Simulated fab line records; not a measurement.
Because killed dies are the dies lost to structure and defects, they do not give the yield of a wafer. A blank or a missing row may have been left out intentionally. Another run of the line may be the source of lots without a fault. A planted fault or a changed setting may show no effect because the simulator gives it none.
A lot that was struck, set against a sound lot || flow rit_cmos || 43 steps out of a route of 202
Sound: wafers L483.2, L483.4, L483.6. Wafers L489.2, L489.4, L489.6 were the ones struck. The cause is named last.
At each step with rows: each side's tool, then ch and its chambers, then its first start. Under that, the readings that differ: sound wafers || struck wafers || difference of the means || sigmas: that difference in standard deviations of wafers without a fault.
alike: words and numbers the same on both sides, and readings whose means are apart by under 2 such deviations; not compared: readings that were withheld, readings missing a value for some wafer, numbers with overlapping values and no deviation given by the record, and bounds like >300 which may hide the same value.
Wherever a step has rows on one side only, a row that says differs or no value, or a row with sigmas, the two part there. When numbers do not overlap yet have no deviation, they are printed without sigmas and do not part them. A reading missing from all wafers of one side parts the sides only when that side holds two or more wafers.

first, 1 step without rows for these wafers: RIT_ACTIVE_DEVELOP_10 (develop time 50 s).
RIT_ACTIVE_CD_MEAS_11 targets a cd of 1400 nm.
  sound on cd_sem-01 at day 2 07:13; struck on cd_sem-02 at day 3 14:44
  alike: cd_nm
then, 1 step without rows for these wafers: RIT_ACTIVE_HARDBAKE_12 (time 60 s).
RIT_ACTIVE_ETCH_13: etches Si3N4 in SF6, stops on SiO2, time 210 s, target depth 210 nm.
  sound on rie_diel-04 ch 0,2,3, day 2 07:31; struck on rie_diel-02 ch 2,3, day 3 14:59
{"reading": "throttle_valve_pct (%)", "sound": "7.62 7.63 7.63", "struck": "7.49 7.32 7.32", "difference": -0.25, "sigmas": -2}
  alike: drypump_motor_current_A, oes_product_au
  not compared: rf_hours_counter_h
RIT_ACTIVE_STRIP_14: strips in O2, time 180 s.
  sound on plasma_asher-01 ch 0,1, day 2 07:39; struck on plasma_asher-01 ch 0, day 3 15:07
  alike: drypump_motor_current_A
  not compared: rf_hours_counter_h
RIT_ACTIVE_CD_MEAS_90 targets a cd of 1400 nm.
  sound on cd_sem-02 at day 2 07:51; struck on cd_sem-02 at day 3 15:19
  alike: cd_nm
then, 4 steps without rows for these wafers: RIT_ACTIVE_CLEAN_15 (cleans in SC1, time 600 s); RIT_ACTIVE_CLEAN_16 (cleans in dHF, time 30 s); RIT_ACTIVE_CLEAN_17 (cleans in SC2, time 600 s); RIT_FOX1_OXIDATION_00 (target thk 350.7 nm, ox time 1130 s).
RIT_FOX1_THK_MEAS_01:
  sound on film_metro-01 at day 2 09:47; struck on film_metro-02 at day 3 17:06
  alike: FOX1_OXIDE_THK
then, 1 step without rows for these wafers: RIT_FOX1_WET_ETCH_02 (etches SiO2 in BOE, target depth 350 nm, time 390 s).
RIT_FOX2_OXIDATION_00: target thk 350.7 nm, ox time 1130 s.
  sound on furnace-04 ch 0, day 2 10:22; struck on furnace-04 ch 0, day 3 17:29
  alike: spike_tc_centre_C, tube_center_temp_C_max, zone_power_centre_pct
RIT_FOX2_THK_MEAS_01:
  sound on film_metro-02 at day 2 11:41; struck on film_metro-02 at day 3 18:49
  alike: FOX2_OXIDE_THK
then, 2 steps without rows for these wafers: RIT_FOX2_CLEAN_02 (cleans in dHF, time 180 s); RIT_FOX2_WET_ETCH_03 (etches Si3N4 in H3PO4, target depth 195 nm, time 2652 s).
RIT_FOX2_THK_MEAS_90:
  sound on film_metro-04 at day 2 12:34; struck on film_metro-04 at day 3 19:41
  alike: FIELD_OXIDE_LEFT_1_THK
then, 6 steps without rows for these wafers: RIT_NWELL_HMDS_00 (prime time 60 s); RIT_NWELL_COAT_01 (resist thk 1300 nm); RIT_NWELL_SOFTBAKE_02 (time 60 s); RIT_NWELL_EXPOSE_03 (exposes mask M2, target cd 43900 nm); RIT_NWELL_PEB_04; RIT_NWELL_DEVELOP_05 (develop time 68 s).
RIT_NWELL_OVL_MEAS_06:
  sound on overlay-01 at day 2 13:32; struck on overlay-02 at day 3 20:45
  alike: NWELL_OVL
then, 2 steps without rows for these wafers: RIT_NWELL_HARDBAKE_07 (time 120 s); RIT_NWELL_IMPLANT_08.
RIT_NWELL_STRIP_09: strips in O2, time 180 s.
  sound on plasma_asher-04 ch 0, day 2 13:58; struck on plasma_asher-04 ch 0,1, day 3 21:11
  alike: drypump_motor_current_A
  not compared: rf_hours_counter_h
RIT_NWELL_TW_MEAS_10:
  sound on film_metro-01 at day 2 14:09; struck on film_metro-04 at day 3 21:22
{"reading": "NWELL_TW", "sound": "2107 2101 2104", "struck": "2144 2151 2130", "difference": "+38", "sigmas": "+2"}
then, 6 steps without rows for these wafers: RIT_PWELL_HMDS_00 (prime time 60 s); RIT_PWELL_COAT_01 (resist thk 1300 nm); RIT_PWELL_SOFTBAKE_02 (time 60 s); RIT_PWELL_EXPOSE_03 (exposes mask M3, target cd 43700 nm); RIT_PWELL_PEB_04; RIT_PWELL_DEVELOP_05 (develop time 70.14 s).
RIT_PWELL_OVL_MEAS_06:
  sound on overlay-02 at day 2 15:05; struck on overlay-01 at day 3 22:28
  alike: PWELL_OVL
then, 2 steps without rows for these wafers: RIT_PWELL_HARDBAKE_07 (time 120 s); RIT_PWELL_IMPLANT_08.
RIT_PWELL_STRIP_09: strips in O2, time 180 s.
  sound on plasma_asher-02 ch 0,1, day 2 15:31; struck on plasma_asher-02 ch 0,1, day 3 22:54
  alike: drypump_motor_current_A
  not compared: rf_hours_counter_h
RIT_PWELL_TW_MEAS_10:
  sound on film_metro-03 at day 2 15:43; struck on film_metro-01 at day 3 23:05
  alike: PWELL_TW
then, 1 step without rows for these wafers: RIT_WELLDRIVE_ANNEAL_00 (time 14700 s).
RIT_WELLDRIVE_RS_MEAS_01: the measuring method here is four-point-probe.
  sound on film_metro-04 at day 2 21:32; struck on film_metro-03 at day 4 07:10
  alike: NWELL_RS
RIT_WELLDRIVE_RS_MEAS_02: the measuring method here is four-point-probe.
  sound on film_metro-04 at day 2 21:39; struck on film_metro-03 at day 4 07:17
  alike: PWELL_RS
RIT_M1_PROBE_99:
  the record has rows for the struck wafers here (prober-01, day 5 16:16) and none for the sound ones

## WHERE THEY PART
Earliest at RIT_ACTIVE_ETCH_13; latest, in this record, at RIT_M1_PROBE_99.

WHY: what had been put in by the simulator
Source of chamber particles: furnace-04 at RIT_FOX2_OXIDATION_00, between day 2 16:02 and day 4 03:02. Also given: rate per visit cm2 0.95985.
